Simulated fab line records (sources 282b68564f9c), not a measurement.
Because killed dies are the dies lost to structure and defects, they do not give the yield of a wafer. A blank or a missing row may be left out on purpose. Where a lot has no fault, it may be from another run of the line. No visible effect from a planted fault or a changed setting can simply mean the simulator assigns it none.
What tool caused it? || flow rit-cmos || Sampling: 14 lots, 42 wafers, 3 of 202 route steps

## WHAT THE GAUGES SHOWED, per wafer
RIT_PSD_OVL_MEAS_06. Usual: PSD_OVL typically reads -0.8 nm, with standard deviation 1.7.
{"lot": "L566", "measured": "day 3 02:02", "on": "overlay-02", "PSD_OVL (nm)": "0.2 -0.5 -0.1", "flag": ""}
{"lot": "L568", "measured": "day 3 18:31", "on": "overlay-01", "PSD_OVL (nm)": "-1.7 -1.2 -1.3", "flag": ""}
{"lot": "L569", "measured": "day 4 00:52", "on": "overlay-02", "PSD_OVL (nm)": "-1.0 -2.4 -1.7", "flag": ""}
{"lot": "L570", "measured": "day 4 07:40", "on": "overlay-02", "PSD_OVL (nm)": "-0.3 0.7 -0.1", "flag": ""}
{"lot": "L572", "measured": "day 4 12:43", "on": "overlay-02", "PSD_OVL (nm)": "-0.6 -0.5 -0.5", "flag": ""}
{"lot": "L573", "measured": "day 4 19:42", "on": "overlay-02", "PSD_OVL (nm)": "3.1 1.9 1.7", "flag": ""}
{"lot": "L574", "measured": "day 4 22:46", "on": "overlay-01", "PSD_OVL (nm)": "0.1 0.0 0.1", "flag": ""}
{"lot": "L576", "measured": "day 5 13:53", "on": "overlay-01", "PSD_OVL (nm)": "-1.2 -1.0 -1.4", "flag": ""}
{"lot": "L577", "measured": "day 5 15:25", "on": "overlay-01", "PSD_OVL (nm)": "-2.8 -0.2 -2.3", "flag": ""}
{"lot": "L583", "measured": "day 6 20:20", "on": "overlay-02", "PSD_OVL (nm)": "0.9 0.2 0.2", "flag": ""}
{"lot": "L585", "measured": "day 7 04:26", "on": "overlay-02", "PSD_OVL (nm)": "-0.5 -1.6 -0.9", "flag": ""}
{"lot": "L586", "measured": "day 7 10:38", "on": "overlay-02", "PSD_OVL (nm)": "-1.4 -2.0 -1.8", "flag": ""}
{"lot": "L587", "measured": "day 7 15:37", "on": "overlay-02", "PSD_OVL (nm)": "-3.0 -1.3 -1.0", "flag": ""}
{"lot": "L588", "measured": "day 19 08:48", "on": "overlay-02", "PSD_OVL (nm)": "-0.3 -0.1 1.6", "flag": ""}

RIT_M1_OVL_MEAS_10. Usual: M1_OVL typically reads -0.5 nm, with standard deviation 1.3.
{"lot": "L566", "measured": "day 3 08:09", "on": "overlay-01", "M1_OVL (nm)": "-0.2 -1.0 -0.1", "flag": ""}
{"lot": "L568", "measured": "day 4 00:29", "on": "overlay-02", "M1_OVL (nm)": "0.5 1.1 -0.2", "flag": ""}
{"lot": "L569", "measured": "day 4 06:54", "on": "overlay-02", "M1_OVL (nm)": "1.8 0.2 2.0", "flag": ""}
{"lot": "L570", "measured": "day 4 13:37", "on": "overlay-02", "M1_OVL (nm)": "0.7 0.1 1.4", "flag": ""}
{"lot": "L572", "measured": "day 4 18:46", "on": "overlay-02", "M1_OVL (nm)": "-2.2 -2.8 -2.3", "flag": ""}
{"lot": "L573", "measured": "day 5 01:41", "on": "overlay-02", "M1_OVL (nm)": "-1.1 -1.3 0.9", "flag": ""}
{"lot": "L574", "measured": "day 5 04:46", "on": "overlay-01", "M1_OVL (nm)": "-2.4 -3.3 -1.8", "flag": ""}
{"lot": "L576", "measured": "day 5 20:11", "on": "overlay-02", "M1_OVL (nm)": "-0.9 -0.7 -1.7", "flag": ""}
{"lot": "L577", "measured": "day 5 21:50", "on": "overlay-01", "M1_OVL (nm)": "-1.2 -0.3 -1.4", "flag": ""}
{"lot": "L583", "measured": "day 7 02:19", "on": "overlay-02", "M1_OVL (nm)": "-1.4 -1.9 -0.9", "flag": ""}
{"lot": "L585", "measured": "day 7 10:20", "on": "overlay-01", "M1_OVL (nm)": "-0.5 -0.8 -0.6", "flag": ""}
{"lot": "L586", "measured": "day 7 16:44", "on": "overlay-02", "M1_OVL (nm)": "-0.4 -0.9 0.5", "flag": ""}
{"lot": "L587", "measured": "day 7 21:40", "on": "overlay-02", "M1_OVL (nm)": "0.9 0.3 -0.1", "flag": ""}
{"lot": "L588", "measured": "day 19 15:17", "on": "overlay-01", "M1_OVL (nm)": "0.9 0.1 -0.2", "flag": ""}

## WHAT TOOL EACH LOT RAN ON (gives the tool, then ch and the chambers of the sampled wafers, and finally the start)
{"lot": "L566", "RIT_M1_SPUTTER_00": "pvd-sputter-01, day 3 06:35"}
{"lot": "L568", "RIT_M1_SPUTTER_00": "pvd-sputter-03, day 3 22:51"}
{"lot": "L569", "RIT_M1_SPUTTER_00": "pvd-sputter-02, day 4 05:16"}
{"lot": "L570", "RIT_M1_SPUTTER_00": "pvd-sputter-02, day 4 12:00"}
{"lot": "L572", "RIT_M1_SPUTTER_00": "pvd-sputter-02, day 4 17:10"}
{"lot": "L573", "RIT_M1_SPUTTER_00": "pvd-sputter-01, day 5 00:12"}
{"lot": "L574", "RIT_M1_SPUTTER_00": "pvd-sputter-02, day 5 03:18"}
{"lot": "L576", "RIT_M1_SPUTTER_00": "pvd-sputter-03, day 5 18:42"}
{"lot": "L577", "RIT_M1_SPUTTER_00": "pvd-sputter-01, day 5 19:59"}
{"lot": "L583", "RIT_M1_SPUTTER_00": "pvd-sputter-03, day 7 00:42"}
{"lot": "L585", "RIT_M1_SPUTTER_00": "pvd-sputter-01, day 7 08:43"}
{"lot": "L586", "RIT_M1_SPUTTER_00": "pvd-sputter-01, day 7 15:07"}
{"lot": "L587", "RIT_M1_SPUTTER_00": "pvd-sputter-02, day 7 20:04"}
{"lot": "L588", "RIT_M1_SPUTTER_00": "pvd-sputter-02, day 19 13:43"}
- RIT_M1_SPUTTER_00: material Al, target thk 400 nm, time 500 s.

## WHAT THE TOOLS THEMSELVES READ (means of the sampled wafers that have a number; where no wafer has one, the mark that the record gives instead)
RIT_M1_SPUTTER_00. Usual: throttle-valve-pct at 29.9 %, with a standard deviation of 0.93.
{"lot": "L566", "tool": "pvd-sputter-01", "throttle-valve-pct (%)": 29.4, "flag": ""}
{"lot": "L568", "tool": "pvd-sputter-03", "throttle-valve-pct (%)": 29.2, "flag": ""}
{"lot": "L569", "tool": "pvd-sputter-02", "throttle-valve-pct (%)": 30.9, "flag": ""}
{"lot": "L570", "tool": "pvd-sputter-02", "throttle-valve-pct (%)": 29.7, "flag": ""}
{"lot": "L572", "tool": "pvd-sputter-02", "throttle-valve-pct (%)": 30.9, "flag": ""}
{"lot": "L573", "tool": "pvd-sputter-01", "throttle-valve-pct (%)": 29.5, "flag": ""}
{"lot": "L574", "tool": "pvd-sputter-02", "throttle-valve-pct (%)": 30.3, "flag": ""}
{"lot": "L576", "tool": "pvd-sputter-03", "throttle-valve-pct (%)": 29.1, "flag": ""}
{"lot": "L577", "tool": "pvd-sputter-01", "throttle-valve-pct (%)": 29.5, "flag": ""}
{"lot": "L583", "tool": "pvd-sputter-03", "throttle-valve-pct (%)": 29.8, "flag": ""}
{"lot": "L585", "tool": "pvd-sputter-01", "throttle-valve-pct (%)": 29.2, "flag": ""}
{"lot": "L586", "tool": "pvd-sputter-01", "throttle-valve-pct (%)": 30.0, "flag": ""}
{"lot": "L587", "tool": "pvd-sputter-02", "throttle-valve-pct (%)": 30.4, "flag": ""}
{"lot": "L588", "tool": "pvd-sputter-02", "throttle-valve-pct (%)": 30.7, "flag": ""}

## THE ANSWER, worked out from the rows above alone
Rule: take the mean of a lot's wafers that have a number; if it is more than 3 standard deviations from the usual mean, the lot is off. Also off: a lot with no number at a reading for which 4 or more lots have one. Where the step has rows for the other lots, those lots are counted as sound. Order of review: gauges by route order, followed by the tools' own readings, for which a lot's mean as printed above is used. The first step at which some lot is off is used, and at that step the reading that is off furthest; a lot without a number counts as furthest.
None of the lots is off at any reading shown; this tells nothing.

## WHAT THE SIMULATOR HAD INSERTED
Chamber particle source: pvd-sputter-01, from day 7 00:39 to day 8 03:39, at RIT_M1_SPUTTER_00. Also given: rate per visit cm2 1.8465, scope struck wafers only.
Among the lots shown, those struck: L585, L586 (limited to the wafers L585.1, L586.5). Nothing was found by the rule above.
